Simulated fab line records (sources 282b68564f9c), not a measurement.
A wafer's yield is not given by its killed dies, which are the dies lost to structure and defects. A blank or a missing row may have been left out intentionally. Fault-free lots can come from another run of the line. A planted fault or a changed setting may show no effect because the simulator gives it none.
The tool behind it: which one? | flow ritCmos | 42 wafers from 14 lots sampled at 2 of the route's 202 steps

## WHAT THE GAUGES SHOWED, per wafer
RIT_NRETRO_TW_MEAS_10. Usual: NRETRO_TW gives 1057 (standard deviation 5.5).
lot  | measured    | on           | NRETRO_TW      | flag
L516 | day 2 21:37 | filmMetro-03 | 1055 1061 1059 | 
L517 | day 3 05:40 | filmMetro-03 | 1064 1067 1066 | 
L519 | day 3 12:44 | filmMetro-03 | 1063 1058 1062 | 
L521 | day 3 19:25 | filmMetro-04 | 1049 1058 1057 | 
L522 | day 4 00:34 | filmMetro-04 | 1067 1060 1061 | 
L525 | day 4 19:38 | filmMetro-03 | 1061 1062 1065 | 
L526 | day 5 00:20 | filmMetro-04 | 1061 1063 1061 | 
L527 | day 5 05:33 | filmMetro-03 | 1047 1048 1054 | 
L529 | day 5 12:07 | filmMetro-04 | 1053 1056 1057 | 
L530 | day 5 17:43 | filmMetro-04 | 1065 1063 1062 | 
L534 | day 6 14:19 | filmMetro-02 | 230 232 231    | OFF
L535 | day 6 17:28 | filmMetro-02 | 226 225 220    | OFF
L536 | day 6 23:02 | filmMetro-04 | 1057 1057 1060 | 
L537 | day 7 05:42 | filmMetro-03 | 1062 1056 1066 | 

## WHAT TOOL EACH LOT RAN ON (gives the tool, then ch and the chambers of the sampled wafers, and finally the start)
lot  | RIT_NRETRO_DEVELOP_05
L516 | lithoTrack-03 ch 0, day 2 20:00
L517 | lithoTrack-03 ch 0, day 3 04:00
L519 | lithoTrack-02 ch 0, day 3 11:00
L521 | lithoTrack-01 ch 0, day 3 18:00
L522 | lithoTrack-03 ch 0, day 3 23:00
L525 | lithoTrack-03 ch 0, day 4 18:00
L526 | lithoTrack-01 ch 0, day 4 23:00
L527 | lithoTrack-01 ch 0, day 5 04:00
L529 | lithoTrack-01 ch 0, day 5 11:00
L530 | lithoTrack-01 ch 0, day 5 16:00
L534 | lithoTrack-03 ch 0, day 6 13:00
L535 | lithoTrack-03 ch 0, day 6 16:00
L536 | lithoTrack-02 ch 0, day 6 22:00
L537 | lithoTrack-01 ch 0, day 7 04:00
- RIT_NRETRO_DEVELOP_05: develop time 68 s.

## AS READ BY THE TOOLS THEMSELVES (means over the sampled wafers that have a number; for cases with no such wafer, the mark the record gives instead)
RIT_NRETRO_DEVELOP_05. Usual: chillPlateTempC 23.00 C, standard deviation 0.11.
lot  | tool          | chillPlateTempC (C) | flag
L516 | lithoTrack-03 | 22.99               | 
L517 | lithoTrack-03 | 23.09               | 
L519 | lithoTrack-02 | 22.96               | 
L521 | lithoTrack-01 | 22.98               | 
L522 | lithoTrack-03 | 22.82               | 
L525 | lithoTrack-03 | 23.06               | 
L526 | lithoTrack-01 | 22.91               | 
L527 | lithoTrack-01 | 22.94               | 
L529 | lithoTrack-01 | 23.02               | 
L530 | lithoTrack-01 | 23.04               | 
L534 | lithoTrack-03 | 23.09               | 
L535 | lithoTrack-03 | 22.95               | 
L536 | lithoTrack-02 | 22.92               | 
L537 | lithoTrack-01 | 22.90               | 

## THE ANSWER, worked out from the rows above alone
Rule: a lot counts as off when the mean over its wafers that have a number is more than 3 standard deviations away from the usual mean. Also off: a lot with no number at a reading for which 4 or more lots have one. Any other lot the step has rows for is counted as sound. First the gauges in route order, then the tools' own readings, where a lot's mean is used as printed above. The first step at which some lot is off is used, and at that step the reading that is off furthest; a lot without a number counts as furthest.
Off: L534, L535, seen at RIT_NRETRO_TW_MEAS_10 (NRETRO_TW).
A tool fits if, at a process step before that reading, it ran every lot that is off, and no sound lot after the first of them. Those tools and the gauges at RIT_NRETRO_TW_MEAS_10 are tried in the same way. This does not decide it: 2 tools fit, namely lithoTrack-03 at RIT_NRETRO_DEVELOP_05 and filmMetro-02 at RIT_NRETRO_TW_MEAS_10.

## WHAT WAS PUT IN BY THE SIMULATOR
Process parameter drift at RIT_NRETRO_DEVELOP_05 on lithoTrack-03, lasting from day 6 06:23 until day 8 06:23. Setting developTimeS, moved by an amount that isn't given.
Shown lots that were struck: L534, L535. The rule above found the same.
